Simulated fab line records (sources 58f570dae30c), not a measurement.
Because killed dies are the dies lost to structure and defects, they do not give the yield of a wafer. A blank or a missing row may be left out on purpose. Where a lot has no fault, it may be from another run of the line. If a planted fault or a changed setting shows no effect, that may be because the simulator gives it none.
Which tool is to blame? + flow berkeley cmos170 + Sampling: 15 lots, 45 wafers, 5 of 331 route steps

WHAT EACH GAUGE READ, for each wafer
UCB170_ACTIVE_THK_MEAS_06. Usual: ACTIVE_NITRIDE_THK gives 219.7 nm (standard deviation 2.6).
| lot  | measured    | on            | ACTIVE_NITRIDE_THK (nm) | flag |
|------|-------------|---------------|-------------------------|------|
| L231 | day 4 13:01 | film metro-03 | 219.1 219.5 219.4       |      |
| L233 | day 4 23:09 | film metro-03 | 216.7 217.6 215.3       |      |
| L232 | day 4 23:10 | film metro-02 | 215.4 214.0 213.8       |      |
| L234 | day 5 07:56 | film metro-01 | 222.7 220.3 222.7       |      |
| L238 | day 6 03:25 | film metro-01 | 221.6 221.9 220.5       |      |
| L239 | day 6 14:10 | film metro-02 | 220.5 218.9 217.9       |      |
| L241 | day 6 22:57 | film metro-01 | 221.5 222.4 220.6       |      |
| L247 | day 8 01:41 | film metro-03 | 223.9 223.1 224.8       |      |
| L246 | day 8 01:41 | film metro-01 | 219.3 215.9 218.5       |      |
| L248 | day 8 17:25 | film metro-03 | 221.9 221.8 221.6       |      |
| L249 | day 8 17:25 | film metro-02 | 221.4 221.0 220.5       |      |
| L251 | day 8 22:40 | film metro-02 | 216.8 218.0 217.7       |      |
| L253 | day 9 07:12 | film metro-01 | 217.7 218.2 220.5       |      |
| L252 | day 9 07:13 | film metro-02 | 223.6 221.5 223.7       |      |
| L254 | day 9 07:13 | film metro-03 | 224.9 222.1 223.7       |      |

UCB170_PVT_OVL_MEAS_06. Usual: PVT_OVL gives -3 nm (standard deviation 5.1).
| lot  | measured     | on         | PVT_OVL (nm) | flag |
|------|--------------|------------|--------------|------|
| L231 | day 6 13:22  | overlay-01 | -4 -10 -10   |      |
| L233 | day 6 20:40  | overlay-02 | -10 -8 -9    |      |
| L232 | day 6 20:50  | overlay-01 | -5 -7 -8     |      |
| L234 | day 7 10:14  | overlay-02 | -4 6 4       |      |
| L238 | day 7 23:03  | overlay-02 | 2 3 9        |      |
| L239 | day 8 16:23  | overlay-02 | -1 -7 -2     |      |
| L241 | day 8 15:45  | overlay-01 | 7 -1 3       |      |
| L247 | day 9 22:05  | overlay-01 | 2 2 4        |      |
| L246 | day 9 22:22  | overlay-01 | -6 -5 -4     |      |
| L248 | day 10 10:00 | overlay-02 | -6 -1 -1     |      |
| L249 | day 10 09:39 | overlay-02 | -8 -10 -6    |      |
| L251 | day 10 09:29 | overlay-01 | 3 1 0        |      |
| L253 | day 10 20:43 | overlay-01 | -11 -8 -5    |      |
| L252 | day 10 20:39 | overlay-02 | 2 4 5        |      |
| L254 | day 10 20:56 | overlay-02 | -1 2 1       |      |

UCB170_PVT_TW_MEAS_09. Usual: PVT_TW gives 504 (standard deviation 3.9).
| lot  | measured     | on            | PVT_TW                  | flag |
|------|--------------|---------------|-------------------------|------|
| L231 | day 6 13:40  | film metro-04 | 501 500 500             |      |
| L233 | day 6 20:56  | film metro-01 | 498 496 497             |      |
| L232 | day 6 21:07  | film metro-01 | 495 495 498             |      |
| L234 | day 7 10:31  | film metro-04 | 499 504 505             |      |
| L238 | day 7 23:20  | film metro-01 | 414 414 416 415 413 414 | OFF  |
| L239 | day 8 16:40  | film metro-03 | 422 421 421 424 422 422 | OFF  |
| L241 | day 8 16:02  | film metro-03 | 425 423 426 425 422 424 | OFF  |
| L247 | day 9 22:22  | film metro-03 | 501 504 505             |      |
| L246 | day 9 22:39  | film metro-04 | 507 505 507             |      |
| L248 | day 10 10:18 | film metro-04 | 501 507 507             |      |
| L249 | day 10 09:56 | film metro-04 | 505 508 505             |      |
| L251 | day 10 09:46 | film metro-04 | 506 506 506             |      |
| L253 | day 10 21:00 | film metro-03 | 505 511 507             |      |
| L252 | day 10 20:56 | film metro-04 | 504 506 504             |      |
| L254 | day 10 21:13 | film metro-03 | 507 503 507             |      |

UCB170_GATE_THK_MEAS_02. Usual: GATE_OXIDE_THK gives 6.64 nm (standard deviation 0.13).
| lot  | measured     | on            | GATE_OXIDE_THK (nm) | flag |
|------|--------------|---------------|---------------------|------|
| L231 | day 6 17:58  | film metro-04 | 6.64 6.61 6.57      |      |
| L233 | day 7 03:37  | film metro-04 | 6.35 6.36 6.47      |      |
| L232 | day 7 03:38  | film metro-02 | 6.47 6.60 6.60      |      |
| L234 | day 7 16:37  | film metro-03 | 6.35 6.43 6.48      |      |
| L238 | day 8 08:24  | film metro-03 | 6.43 6.44 6.37      |      |
| L239 | day 8 20:52  | film metro-02 | 6.68 6.72 6.59      |      |
| L241 | day 8 20:48  | film metro-02 | 6.45 6.40 6.64      |      |
| L247 | day 10 02:42 | film metro-04 | 6.48 6.67 6.66      |      |
| L246 | day 10 02:43 | film metro-02 | 6.86 6.84 6.82      |      |
| L248 | day 10 15:00 | film metro-03 | 6.66 6.67 6.62      |      |
| L249 | day 10 15:00 | film metro-04 | 6.85 6.75 6.84      |      |
| L251 | day 10 14:59 | film metro-02 | 6.74 6.56 6.59      |      |
| L253 | day 11 06:03 | film metro-03 | 6.82 6.79 6.79      |      |
| L252 | day 11 06:04 | film metro-04 | 6.59 6.63 6.77      |      |
| L254 | day 11 06:04 | film metro-02 | 6.42 6.51 6.43      |      |

WHICH TOOL RAN EACH LOT (tool, then ch and the chambers of the sampled wafers, then the start)
| lot  | UCB170_PVT_IMPLANT_07           |
|------|---------------------------------|
| L231 | implanter-01 ch 0, day 6 13:25  |
| L233 | implanter-03 ch 0, day 6 20:41  |
| L232 | implanter-01 ch 0, day 6 20:53  |
| L234 | implanter-01 ch 0, day 7 10:17  |
| L238 | implanter-03 ch 0, day 7 23:05  |
| L239 | implanter-03 ch 0, day 8 16:25  |
| L241 | implanter-03 ch 0, day 8 15:47  |
| L247 | implanter-02 ch 0, day 9 22:07  |
| L246 | implanter-01 ch 0, day 9 22:25  |
| L248 | implanter-02 ch 0, day 10 10:05 |
| L249 | implanter-02 ch 0, day 10 09:43 |
| L251 | implanter-01 ch 0, day 10 09:31 |
| L253 | implanter-02 ch 0, day 10 20:45 |
| L252 | implanter-01 ch 0, day 10 20:43 |
| L254 | implanter-01 ch 0, day 10 20:59 |
- UCB170_PVT_IMPLANT_07

AS READ BY THE TOOLS THEMSELVES (means over the sampled wafers that have a number; for cases with no such wafer, the mark the record gives instead)
UCB170_PVT_IMPLANT_07. Usual: dose ions cm2 1.9999e+12, standard deviation 2.1e+09; faraday current uA 6.35, standard deviation 0.12.
| lot  | tool         | dose ions cm2 | faraday current uA | flag |
|------|--------------|---------------|--------------------|------|
| L231 | implanter-01 | 1.9983e+12    | 6.36               |      |
| L233 | implanter-03 | 2.0016e+12    | 6.31               |      |
| L232 | implanter-01 | 2.0003e+12    | 6.40               |      |
| L234 | implanter-01 | 2.0012e+12    | 6.39               |      |
| L238 | implanter-03 | 1.0972e+12    | 3.44               | OFF  |
| L239 | implanter-03 | 1.0970e+12    | 3.56               | OFF  |
| L241 | implanter-03 | 1.0999e+12    | 3.58               | OFF  |
| L247 | implanter-02 | 1.9980e+12    | 6.32               |      |
| L246 | implanter-01 | 1.9987e+12    | 6.26               |      |
| L248 | implanter-02 | 1.9994e+12    | 6.45               |      |
| L249 | implanter-02 | 1.9992e+12    | 6.43               |      |
| L251 | implanter-01 | 1.9996e+12    | 6.25               |      |
| L253 | implanter-02 | 2.0005e+12    | 6.23               |      |
| L252 | implanter-01 | 1.9982e+12    | 6.41               |      |
| L254 | implanter-01 | 1.9976e+12    | 6.33               |      |

THE ANSWER, worked out from the rows above alone
Rule: a lot counts as off when the mean over its wafers that have a number is more than 3 standard deviations away from the usual mean. Also off: a lot with no number at a reading for which 4 or more lots have one. Where the step has rows for the other lots, those lots are counted as sound. After the gauges, taken in route order, come the tools' own readings; for these a lot's mean is taken, as printed above. At the first step where some lot is off, the reading lying furthest off is the one used; lots without a number count as furthest.
Off: L238, L239, L241, seen at UCB170_PVT_TW_MEAS_09 (PVT_TW).
A tool fits if, at a process step before that reading, it ran every lot that is off, and no sound lot after the first of them. Not tried: the gauges at UCB170_PVT_TW_MEAS_09; whatever is off there is also off at UCB170_PVT_IMPLANT_07, on other tools, and gauge error can't account for it. One candidate fits, namely implanter-03 at UCB170_PVT_IMPLANT_07. Its last sound lot is L233 (day 6 20:41), its first lot that is off L238 (day 7 23:05): a fault that began between those two fits.
The tool's own readings at UCB170_PVT_IMPLANT_07 bear it out: on the lots that are off they differ by more than 5 times the standard deviation of the sound lots' means. dose ions cm2 reads 1.0980e+12 there against 1.9994e+12 on the sound lots; faraday current uA reads 3.53 there against 6.34 on the sound lots.

WHAT THE SIMULATOR PUT IN
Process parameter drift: implanter-03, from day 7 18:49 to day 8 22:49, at UCB170_PVT_IMPLANT_07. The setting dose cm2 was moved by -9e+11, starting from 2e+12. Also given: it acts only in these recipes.
Lots struck among those shown: L238, L239, L241. The rule above found the same.
